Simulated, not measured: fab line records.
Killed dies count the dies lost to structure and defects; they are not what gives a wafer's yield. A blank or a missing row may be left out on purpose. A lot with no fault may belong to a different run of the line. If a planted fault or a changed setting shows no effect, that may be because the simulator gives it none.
Split-lot trial | flow berkeley_cmos170 | 5 lots, 23 wafers read, on a route of 331 steps

== ABOUT THE SPLIT ==
At UCB170_NLDD_COAT_01 (resist thk 900 nm), the setting resist_thk_nm was moved away from the recipe's 900 nm on 8 of the 23 wafers read, by +1.7% to +4.2%. This setting was run at the recipe's value on the other wafers.

Reading taken at the split's own step.

== THE READING ==
KrF_of_NLDD_COAT_01.thk_nm (the simulator's own value, which no gauge read), in nm, at UCB170_NLDD_COAT_01 (resist thk 900 nm). The file gives no usual value for it. Average 899.6 nm, standard deviation 2.2 nm, over the 15 wafers here run with the recipe.

wafer  | tool, chamber at the split | resist_thk_nm as run, nm | against the recipe | KrF_of_NLDD_COAT_01.thk_nm, nm | against lot-mates on the recipe
L075.1 | litho_track-03, 0          | 937.9                    | +4.2%              | 935.1                          | +36.7
L075.2 | litho_track-03, 0          | 937.9                    | +4.2%              | 937                            | +38.6
L075.3 | litho_track-03, 0          | 900                      | recipe             | 898                            | -
L075.4 | litho_track-03, 0          | 900                      | recipe             | 898.8                          | -
L075.6 | litho_track-03, 0          | 937.9                    | +4.2%              | 937.7                          | +39.3
L076.2 | litho_track-03, 0          | 900                      | recipe             | 896.3                          | -
L076.3 | litho_track-03, 0          | 900                      | recipe             | 899.6                          | -
L076.5 | litho_track-03, 0          | 900                      | recipe             | 900.2                          | -
L082.1 | litho_track-03, 0          | 915.6                    | +1.7%              | 917                            | +15.1
L082.2 | litho_track-03, 0          | 900                      | recipe             | 901.8                          | -
L082.4 | litho_track-03, 0          | 900                      | recipe             | 903.5                          | -
L082.5 | litho_track-03, 0          | 915.6                    | +1.7%              | 919.7                          | +17.8
L082.6 | litho_track-03, 0          | 900                      | recipe             | 900.5                          | -
L081.1 | litho_track-03, 0          | 900                      | recipe             | 896.8                          | -
L081.2 | litho_track-03, 0          | 923.5                    | +2.6%              | 919.2                          | +22.2
L081.3 | litho_track-03, 0          | 900                      | recipe             | 897.2                          | -
L081.5 | litho_track-03, 0          | 923.5                    | +2.6%              | 923.7                          | +26.7
L081.6 | litho_track-03, 0          | 923.5                    | +2.6%              | 920.4                          | +23.4
L085.1 | litho_track-03, 0          | 900                      | recipe             | 899.5                          | -
L085.2 | litho_track-03, 0          | 900                      | recipe             | 901.3                          | -
L085.3 | litho_track-03, 0          | 900                      | recipe             | 903.1                          | -
L085.4 | litho_track-03, 0          | 900                      | recipe             | 897.2                          | -
L085.6 | litho_track-03, 0          | 900                      | recipe             | 900.8                          | -

THE FIT
A straight line over all 23 wafers: KrF_of_NLDD_COAT_01.thk_nm changes by +8.74 nm for each +1% of resist_thk_nm; r = +0.99; the points scatter about the line by 2.4 nm.
The same after taking each lot's own level away (the mean of its wafers on the recipe; 23 wafers): +9.12 nm for each +1%; r = +0.99; scatter 1.6 nm.
On that fit, the largest move of resist_thk_nm shifts the reading by 38 nm.
Measured against the standard deviation above, the lots' own levels, which go from 897.00 to 901.93 nm, span 2.3 times it.
Consequently the slope shifts little with the lot-to-lot level, the two slopes agreeing.
Check: with one of the wafers moved furthest among these (+4.2%) left out of the fit, the line predicts +39 nm for it against its lot-mates. Against them it came out at +36.7 nm.

== OTHER SPLITS APPLIED TO THESE WAFERS ==
Note: prior to the reading, these wafers also went through further splits. Each is held against what the fit with the lots' levels taken away leaves over:
other split on the same wafers       | wafers away from the commonest value | r with KrF_of_NLDD_COAT_01.thk_nm (lot level and that fit taken away)
UCB170_ZERO_COAT_01 spin_rpm         | 8                                    | +0.01
UCB170_NWELL_OXIDATION_01 ox_time_s  | 18                                   | -0.03
UCB170_NWELL_COAT_07 spin_rpm        | 11                                   | -0.09
UCB170_PWELL_OXIDATION_02 ox_time_s  | 18                                   | -0.06
UCB170_ACTIVE_CVD_05 temp_c          | 18                                   | -0.04
UCB170_ACTIVE_ETCH_15 over_etch_frac | 7                                    | -0.24
UCB170_NVT_COAT_01 resist_thk_nm     | 9                                    | +0.23
UCB170_PVT_IMPLANT_07 energy_kev     | 6                                    | -0.04

== FILE'S OWN FIT ==
KrF_of_NLDD_COAT_01.thk_nm changes by +9.15 nm for each +1% of resist_thk_nm, r = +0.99.
